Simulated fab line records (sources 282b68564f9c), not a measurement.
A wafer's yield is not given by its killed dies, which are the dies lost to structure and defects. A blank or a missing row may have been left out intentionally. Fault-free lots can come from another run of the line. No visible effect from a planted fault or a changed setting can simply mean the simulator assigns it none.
Split-lot trial -- flow rit cmos -- 23 wafers read across 5 lots, on a route 202 steps long

## ON THE SPLIT
At RIT_PSD_IMPLANT_08, the setting energy kev was moved away from the recipe's 27 on 7 of the 23 wafers read, by -2.3% to +2.1%. This setting was run at the recipe's value on the other wafers.

## FROM THE SPLIT TO THE READING: what the file shows between them, 3 steps
- RIT_PSD_STRIP_09: strips in O2, time 180 s
- RIT_SDANNEAL_CLEAN_02: cleans in SC2, time 600 s
- RIT_SDANNEAL_RTA_03: time 5 s

## THE READING
PSD_RS, in ohm/sq, at RIT_SDANNEAL_RS_MEAS_04 (measures by four-point-probe). Fault-free wafers of this fab line usually give 115.96 ohm/sq, standard deviation 0.25 ohm/sq.

wafer,"tool, chamber at the split",energy kev as run,against the recipe,"PSD_RS, ohm/sq",against lot-mates on the recipe
L074.1,"implanter-03, 0",27,recipe,115.39,-
L074.3,"implanter-03, 0",27,recipe,115.60,-
L074.5,"implanter-03, 0",27,recipe,115.76,-
L075.1,"implanter-04, 0",27.57,+2.1%,114.72,-1.23
L075.2,"implanter-04, 0",27,recipe,115.98,-
L075.3,"implanter-04, 0",27.57,+2.1%,114.54,-1.41
L075.4,"implanter-04, 0",27,recipe,116.12,-
L075.6,"implanter-04, 0",27,recipe,115.75,-
L080.1,"implanter-03, 0",27,recipe,116.14,-
L080.2,"implanter-03, 0",27,recipe,116.14,-
L080.3,"implanter-03, 0",27,recipe,116.17,-
L080.4,"implanter-03, 0",26.39,-2.3%,117.60,+1.45
L080.5,"implanter-03, 0",26.39,-2.3%,117.39,+1.24
L082.1,"implanter-01, 0",26.42,-2.1%,117.14,+1.06
L082.2,"implanter-01, 0",27,recipe,116.05,-
L082.3,"implanter-01, 0",26.42,-2.1%,117.16,+1.08
L082.4,"implanter-01, 0",27,recipe,116.11,-
L082.5,"implanter-01, 0",26.42,-2.1%,117.30,+1.22
L085.2,"implanter-04, 0",27,recipe,115.82,-
L085.3,"implanter-04, 0",27,recipe,116.16,-
L085.4,"implanter-04, 0",27,recipe,116.28,-
L085.5,"implanter-04, 0",27,recipe,115.94,-
L085.6,"implanter-04, 0",27,recipe,115.71,-

FIT RESULTS
A straight line over all 23 wafers: PSD_RS changes by -0.626 ohm/sq for each +1% of energy kev; r = -0.96; the points scatter about the line by 0.22 ohm/sq.
The same after taking each lot's own level away (the mean of its wafers on the recipe; 23 wafers): -0.577 ohm/sq for each +1%; r = -0.98; scatter 0.15 ohm/sq.
That fit puts the effect of the largest move of energy kev on the reading at 1.3 ohm/sq.
Across the lots, their own levels run from 115.583 to 116.150 ohm/sq, a range of 2.3 times the standard deviation given above.
The two slopes agree, so the slope changes little with the lot-to-lot level.
Check: +1.25 ohm/sq against its lot-mates is what the line predicts for one of the wafers moved furthest among these (-2.3%) when that wafer is left out of the fit. Against them it came out at +1.45 ohm/sq.

## THE WHOLE CHAIN: every reading that the file lists as answering this split, in the file's order
step,what it does,reading,change (the file's fit),r (the file's)
RIT_PSD_IMPLANT_08,,"implant.drp nm (the simulator's own value, which no gauge read)",+0.0849 nm for each +1% of the setting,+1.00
RIT_SDANNEAL_RS_MEAS_04,measures by four-point-probe,PSD_RS,-0.58 for each +1% of the setting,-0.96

## THE FILE'S OWN FIT
PSD_RS changes by -0.58 ohm/sq for each +1% of energy kev, r = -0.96.
